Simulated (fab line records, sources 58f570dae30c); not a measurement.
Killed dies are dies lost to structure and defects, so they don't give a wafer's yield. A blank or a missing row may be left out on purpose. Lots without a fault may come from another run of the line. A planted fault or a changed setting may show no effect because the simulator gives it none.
Which tool did it? | flow berkeley_cmos170 | 14 lots, 42 wafers sampled, at 2 steps of a route of 331

WHAT THE GAUGES READ, wafer by wafer
UCB170_PSD_OVL_MEAS_07. Usual: PSD_OVL 2 nm, standard deviation 5.8.
lot  | measured     | on         | PSD_OVL (nm) | flag
L859 | day 6 16:41  | overlay-02 | 1 6 5        |
L861 | day 6 16:54  | overlay-01 | 17 7 11      |
L862 | day 7 01:04  | overlay-02 | 0 -1 -5      |
L863 | day 7 11:38  | overlay-01 | 9 1 10       |
L864 | day 7 11:20  | overlay-01 | -4 2 -8      |
L868 | day 8 14:50  | overlay-02 | 1 -8 -6      |
L870 | day 8 14:58  | overlay-02 | 7 -2 4       |
L871 | day 8 14:02  | overlay-02 | -3 -3 3      |
L872 | day 9 12:52  | overlay-02 | -5 3 -2      |
L874 | day 9 17:10  | overlay-02 | 4 16 16      |
L877 | day 10 06:55 | overlay-01 | 2 7 2        |
L878 | day 10 06:47 | overlay-02 | 2 5 -3       |
L881 | day 10 22:15 | overlay-01 | 7 3 -1       |
L882 | day 11 03:19 | overlay-02 | 9 7 -5       |

WHICH TOOL RAN EACH LOT (tool, then ch and the chambers of the sampled wafers, then the start)
lot  | UCB170_ZERO_ETCH_06
L859 | rie_diel-03 ch 0,3, day 1 18:18
L861 | rie_diel-04 ch 0,2,3, day 2 07:37
L862 | rie_diel-04 ch 0,1,2, day 2 13:11
L863 | rie_diel-04 ch 0,2,3, day 2 17:40
L864 | rie_diel-03 ch 1,2,3, day 2 20:31
L868 | rie_diel-04 ch 0,2,3, day 3 18:37
L870 | rie_diel-02 ch 0,2,3, day 4 06:40
L871 | rie_diel-04 ch 0,2,3, day 4 06:45
L872 | rie_diel-04 ch 0,1,3, day 4 12:55
L874 | rie_diel-03 ch 0,1,3, day 5 01:36
L877 | rie_diel-04 ch 1,2,3, day 5 11:40
L878 | rie_diel-04 ch 0,2,3, day 5 16:04
L881 | rie_diel-04 ch 0,1, day 6 09:52
L882 | rie_diel-03 ch 0,1, day 6 17:16
- UCB170_ZERO_ETCH_06: etches SiO2 in CHF3/CF4/Ar, time 12 s.

WHAT THE TOOLS THEMSELVES READ (means of the sampled wafers that have a number; where no wafer has one, the mark that the record gives instead)
UCB170_ZERO_ETCH_06. Usual: drypump_motor_current_A 5.7 A, standard deviation 0.5; oes_product_au 0.622 a.u., standard deviation 0.0083; rf_fwd_power_W 490.9 W, standard deviation 2.6; throttle_valve_pct 9.28 %, standard deviation 0.12.
lot  | tool        | drypump_motor_current_A (A) | oes_product_au (a.u.) | rf_fwd_power_W (W) | throttle_valve_pct (%) | flag
L859 | rie_diel-03 | 5.2                         | 0.623                 | 491.9              | 9.35                   |
L861 | rie_diel-04 | 5.5                         | 0.620                 | 490.1              | 9.21                   |
L862 | rie_diel-04 | 5.6                         | 0.618                 | 492.2              | 9.32                   |
L863 | rie_diel-04 | 5.5                         | 0.622                 | 490.8              | 9.20                   |
L864 | rie_diel-03 | 5.7                         | 0.625                 | 491.0              | 9.34                   |
L868 | rie_diel-04 | 5.5                         | 0.619                 | 490.9              | 9.21                   |
L870 | rie_diel-02 | 5.5                         | 0.614                 | 489.9              | 9.28                   |
L871 | rie_diel-04 | 5.5                         | 0.618                 | 490.9              | 9.20                   |
L872 | rie_diel-04 | 5.9                         | 0.622                 | 490.6              | 9.28                   |
L874 | rie_diel-03 | 5.8                         | 0.618                 | 490.1              | 9.29                   |
L877 | rie_diel-04 | 5.7                         | 0.622                 | 492.4              | 9.31                   |
L878 | rie_diel-04 | 5.5                         | 0.622                 | 491.2              | 9.19                   |
L881 | rie_diel-04 | 5.8                         | 0.619                 | 490.8              | 9.28                   |
L882 | rie_diel-03 | 6.2                         | 0.624                 | 490.1              | 9.18                   |

THE ANSWER, worked out from the rows above alone
Rule: a lot is off if the mean of its wafers that have a number lies more than 3 standard deviations from the usual mean. A lot without any number at a reading at which 4 lots or more have one is off too. The other lots that the step has rows for count as sound. The gauges are gone through in route order, then the tools' own readings, and for those a lot's mean is taken as printed above. The first step at which some lot is off is used, and at that step the reading that is off furthest; a lot without a number counts as furthest.
No lot is off at any reading shown: from this, nothing can be told.

WHAT THE SIMULATOR HAD PUT IN
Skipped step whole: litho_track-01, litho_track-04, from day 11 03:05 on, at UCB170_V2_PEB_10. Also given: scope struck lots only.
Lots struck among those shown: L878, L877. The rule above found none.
